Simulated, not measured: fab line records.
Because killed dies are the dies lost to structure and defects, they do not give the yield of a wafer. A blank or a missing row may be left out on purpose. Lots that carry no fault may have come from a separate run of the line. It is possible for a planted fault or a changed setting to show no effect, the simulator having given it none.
Check for tools in common | flow berkeley-cmos170 | Lots sampled 14, wafers sampled 48

REASON FOR OPENING
Of 14 lots, 2 have the reading SPACER_TEOS_THK flagged at UCB170_SPACER_THK_MEAS_01. Wafers without a fault read 376 nm, standard deviation 4.8.
Rule: flag the lot when none of its wafers has a number, or when each of its wafers that has one lies beyond 4 standard deviations from that mean. The rest of the lots are taken to be sound.

lot  | measured     | on            | SPACER_TEOS_THK (nm), wafer by wafer | flag
L669 | day 6 20:00  | film-metro-01 | 373 381 369                          |
L668 | day 6 20:01  | film-metro-03 | 377 377 384                          |
L667 | day 6 20:04  | film-metro-01 | 377 376 374                          |
L672 | day 7 21:31  | film-metro-01 | 326 316 323 326 316 323              | FLAGGED
L674 | day 8 08:52  | film-metro-01 | 321 327 337 321 327 337              | FLAGGED
L680 | day 9 07:29  | film-metro-03 | 375 384 382                          |
L679 | day 9 08:08  | film-metro-01 | 373 374 378                          |
L681 | day 9 09:43  | film-metro-03 | 379 376 382                          |
L684 | day 9 20:17  | film-metro-03 | 374 378 377                          |
L683 | day 9 20:32  | film-metro-03 | 363 373 370                          |
L686 | day 10 13:31 | film-metro-03 | 376 385 383                          |
L687 | day 11 00:26 | film-metro-01 | 370 375 376                          |
L688 | day 11 00:49 | film-metro-01 | 372 381 383                          |
L689 | day 11 12:26 | film-metro-01 | 373 378 380                          |
The numbers of the flagged lots are 325 nm on average: -51 nm against the usual, or -11 standard deviations.

WHICH TOOL RAN EACH LOT
The record keeps 1 process step preceding the reading, out of 331 steps on the route. Cell contents, in order: the tool; ch with the chambers the sampled wafers went through; the start.
lot  | flag    | UCB170_SPACER_CVD_00
L669 |         | pecvd-03 ch 0,1,2, day 6 19:56
L668 |         | pecvd-02 ch 1,2, day 6 19:56
L667 |         | pecvd-03 ch 0,1,2, day 6 19:59
L672 | FLAGGED | pecvd-03 ch 0,2, day 7 21:28
L674 | FLAGGED | pecvd-03 ch 0,2, day 8 08:50
L680 |         | pecvd-02 ch 0,1,2, day 9 07:26
L679 |         | pecvd-02 ch 0,1,2, day 9 08:05
L681 |         | pecvd-01 ch 0,1,2, day 9 09:40
L684 |         | pecvd-02 ch 0,1,2, day 9 20:09
L683 |         | pecvd-01 ch 0,1,2, day 9 20:22
L686 |         | pecvd-01 ch 0,1,2, day 10 13:27
L687 |         | pecvd-01 ch 0,1,2, day 11 00:23
L688 |         | pecvd-03 ch 0,1,2, day 11 00:46
L689 |         | pecvd-01 ch 1,2, day 11 12:22
These steps, and what they do:
- UCB170_SPACER_CVD_00: deposits SiO2 from TEOS/O2, target thk 376 nm, time 47 s.
- UCB170_SPACER_THK_MEAS_01

FLAGGED OVER TOTAL, TOOL BY TOOL (the gauges that took the reading come last)
step                      | tool          | lots run | flagged | share of the flagged lots | sound lots run after its first flagged lot
UCB170_SPACER_CVD_00      | pecvd-01      | 5        | 0       | none                      | -
UCB170_SPACER_CVD_00      | pecvd-02      | 4        | 0       | none                      | -
UCB170_SPACER_CVD_00      | pecvd-03      | 5        | 2       | all                       | 1 (L688)
UCB170_SPACER_THK_MEAS_01 | film-metro-01 | 8        | 2       | all                       | 4 (L679,L687,L688,L689)
UCB170_SPACER_THK_MEAS_01 | film-metro-03 | 6        | 0       | none                      | -

WHAT THE TABLE PERMITS
pecvd-03 at UCB170_SPACER_CVD_00 and film-metro-01 at UCB170_SPACER_THK_MEAS_01 are the 2 rows of the table that ran each flagged lot.
- pecvd-03 at UCB170_SPACER_CVD_00: 2 of its 5 lots flagged. Sound lots ran on it after the first flagged one (L688), which a lasting fault on the whole tool wouldn't allow.
- film-metro-01 at UCB170_SPACER_THK_MEAS_01: 2 of its 8 lots flagged. Sound lots ran on it after the first flagged one (L679, L687, L688, L689), which a lasting fault on the whole tool wouldn't allow.
Not one row of the table ran every flagged lot while running no sound lot after the first.

WHAT HAD BEEN PUT IN BY THE SIMULATOR
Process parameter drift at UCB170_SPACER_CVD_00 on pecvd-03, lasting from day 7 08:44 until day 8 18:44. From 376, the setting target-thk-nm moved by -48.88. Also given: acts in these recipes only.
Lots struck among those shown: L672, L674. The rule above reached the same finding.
